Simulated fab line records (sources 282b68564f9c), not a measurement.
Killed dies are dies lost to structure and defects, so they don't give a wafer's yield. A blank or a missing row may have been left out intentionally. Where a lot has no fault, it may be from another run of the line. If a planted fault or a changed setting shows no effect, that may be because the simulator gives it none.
Code-filled problem report in 8D (eight disciplines) form || flow rit_cmos || the parts of the form that need people (team, actions taken, sign-off) are left out

== 1. THE PROBLEM ==
Mean of run_length_s at RIT_PSD_STRIP_09: 117.4 s over 3 wafers from 1 lot, against 208.3 s (standard deviation 0.47) on wafers with no fault. That is -99 or more standard deviations from the usual mean.
The step: strips in O2, time 180 s.
Seen first at day 7 04:34 on plasma_asher-01, wafer L156.2. The record has a number at this step for 15 wafers belonging to 5 lots. Rule for "out", or "out of limits": more than 4 standard deviations from the usual mean. The other wafers with a number count as sound.

== 2. WHAT THIS IS AND IS NOT ==
{"question": "which readings at this step", "is": "run_length_s", "is not": "drypump_motor_current_A"}
{"question": "which lots", "is": "L156", "is not": "L140, L142, L149, L155"}
{"question": "which wafers of those lots", "is": "all that have a number", "is not": "-"}
{"question": "read on which tools", "is": "plasma_asher-01", "is not": "plasma_asher-04"}
{"question": "when", "is": "from day 7 04:34", "is not": "up to then (12 sound wafers)"}

== 3. THE SUSPECTS, EACH WITH WHAT RULES IT OUT ==
Counting: any tool at a process step up to the reading is kept as a suspect provided that every lot that is out went through it and no sound lot did after the first of them.
- plasma_asher-02 at RIT_NSD_STRIP_09 (strips in O2, time 180 s): kept. It ran the lot that is out, L156 (day 7 03:02), and no sound lot after that; its last sound lot up to then is L140 (day 3 20:47).
- plasma_asher-01 at RIT_PSD_STRIP_09 (strips in O2, time 180 s): kept. It ran the lot that is out, L156 (day 7 04:34), and no sound lot after that; its last sound lot up to then is L142 (day 4 06:50). Out on those wafers are its own readings of run_length_s.
Left after counting: plasma_asher-02 at RIT_NSD_STRIP_09, plasma_asher-01 at RIT_PSD_STRIP_09.

== 4. THE CAUSE (what the simulator had put in) ==
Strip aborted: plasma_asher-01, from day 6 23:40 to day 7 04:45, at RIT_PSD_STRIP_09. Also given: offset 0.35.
Of the 2 suspects that counting leaves, this tool is one.

== 5. THE CHAIN OF EFFECTS, in route order ==
One row per reading whose mean, taken over the struck wafers that have a number, lies over 3 standard deviations from the usual. Readings are gone through only where the record gives a usual standard deviation; hours: the median, over the lots, of the time from a lot's start at the first step in this table giving one to that lot's start at this step; sigmas: the change measured in usual standard deviations.
{"hours": 0, "step": "RIT_PSD_STRIP_09", "reading": "run_length_s", "usual": "208.3 s", "on struck wafers": 117.4, "change": -90.9, "sigmas": "-99 or more"}
The process steps in it:
- RIT_PSD_STRIP_09: strips in O2, time 180 s.
At these later measuring or inspecting steps, every struck wafer for which the step has a row has a number for every such reading, and none has moved that far: RIT_PSD_TW_MEAS_10.

== 6. WHAT WOULD HAVE CAUGHT IT SOONER ==
First out-of-limits reading in this record: day 7 04:34, which is 5 hours after fault onset at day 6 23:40.
